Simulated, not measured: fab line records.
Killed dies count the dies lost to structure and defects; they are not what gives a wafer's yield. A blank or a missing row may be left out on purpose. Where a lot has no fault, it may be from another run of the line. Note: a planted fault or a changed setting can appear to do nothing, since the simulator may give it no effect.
The tool behind it: which one? + flow rit cmos + 14 lots, 42 wafers sampled, at 1 step of a route of 202

WHAT THE GAUGES READ, wafer by wafer
The record lacks any reading of a measuring or inspecting step that a usual standard deviation could be used to judge.

TOOL THAT RAN EACH LOT (tool first, then ch and the chambers of the sampled wafers, then the start)
| lot  | RIT_NWELL_IMPLANT_08           |
|------|--------------------------------|
| L306 | implanter-03 ch 0, day 1 20:59 |
| L308 | implanter-01 ch 0, day 2 06:28 |
| L311 | implanter-03 ch 0, day 2 23:58 |
| L312 | implanter-01 ch 0, day 3 04:38 |
| L313 | implanter-02 ch 0, day 3 09:24 |
| L314 | implanter-01 ch 0, day 3 12:48 |
| L315 | implanter-03 ch 0, day 3 19:56 |
| L317 | implanter-01 ch 0, day 4 05:37 |
| L319 | implanter-03 ch 0, day 4 16:22 |
| L320 | implanter-01 ch 0, day 4 20:09 |
| L324 | implanter-03 ch 0, day 5 15:14 |
| L326 | implanter-01 ch 0, day 6 01:19 |
| L328 | implanter-02 ch 0, day 6 11:45 |
| L329 | implanter-01 ch 0, day 6 15:42 |
- RIT_NWELL_IMPLANT_08

AS READ BY THE TOOLS THEMSELVES (means over the sampled wafers that have a number; for cases with no such wafer, the mark the record gives instead)
RIT_NWELL_IMPLANT_08. Usual: tilt deg 6.999 degrees, standard deviation 0.02.
| lot  | tool         | tilt deg (degrees) | flag |
|------|--------------|--------------------|------|
| L306 | implanter-03 | 6.987              |      |
| L308 | implanter-01 | 7.017              |      |
| L311 | implanter-03 | 6.990              |      |
| L312 | implanter-01 | 6.992              |      |
| L313 | implanter-02 | 7.029              |      |
| L314 | implanter-01 | 6.980              |      |
| L315 | implanter-03 | 6.995              |      |
| L317 | implanter-01 | 7.010              |      |
| L319 | implanter-03 | 5.952              | OFF  |
| L320 | implanter-01 | 6.992              |      |
| L324 | implanter-03 | 5.968              | OFF  |
| L326 | implanter-01 | 6.999              |      |
| L328 | implanter-02 | 7.016              |      |
| L329 | implanter-01 | 7.000              |      |

THE ANSWER, worked out from the rows above alone
Rule: take the mean of a lot's wafers that have a number; if it is more than 3 standard deviations from the usual mean, the lot is off. A lot without any number at a reading at which 4 lots or more have one is off too. The other lots that the step has rows for count as sound. After the gauges, taken in route order, come the tools' own readings; for these a lot's mean is taken, as printed above. The first step at which some lot is off is used, and at that step the reading that is off furthest; a lot without a number counts as furthest.
Off, at RIT_NWELL_IMPLANT_08 on tilt deg: L319, L324.
If a tool, at that step or one of the process steps before it, ran each lot that is off and ran no sound lot following the first of them, it fits. One fits: implanter-03 at RIT_NWELL_IMPLANT_08. Its last sound lot is L315 (day 3 19:56), its first lot that is off L319 (day 4 16:22): a fault that began between those two fits.
The tool's own readings at RIT_NWELL_IMPLANT_08 bear it out: on the lots that are off they differ by more than 5 times the standard deviation of the sound lots' means. tilt deg reads 5.960 degrees there against 7.001 degrees on the sound lots.

WHAT WAS PUT IN BY THE SIMULATOR
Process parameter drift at RIT_NWELL_IMPLANT_08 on implanter-03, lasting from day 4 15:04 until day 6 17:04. The setting tilt deg was moved by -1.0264, starting from 7. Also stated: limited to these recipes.
Shown lots that were struck: L319, L324. Same finding as the rule above.
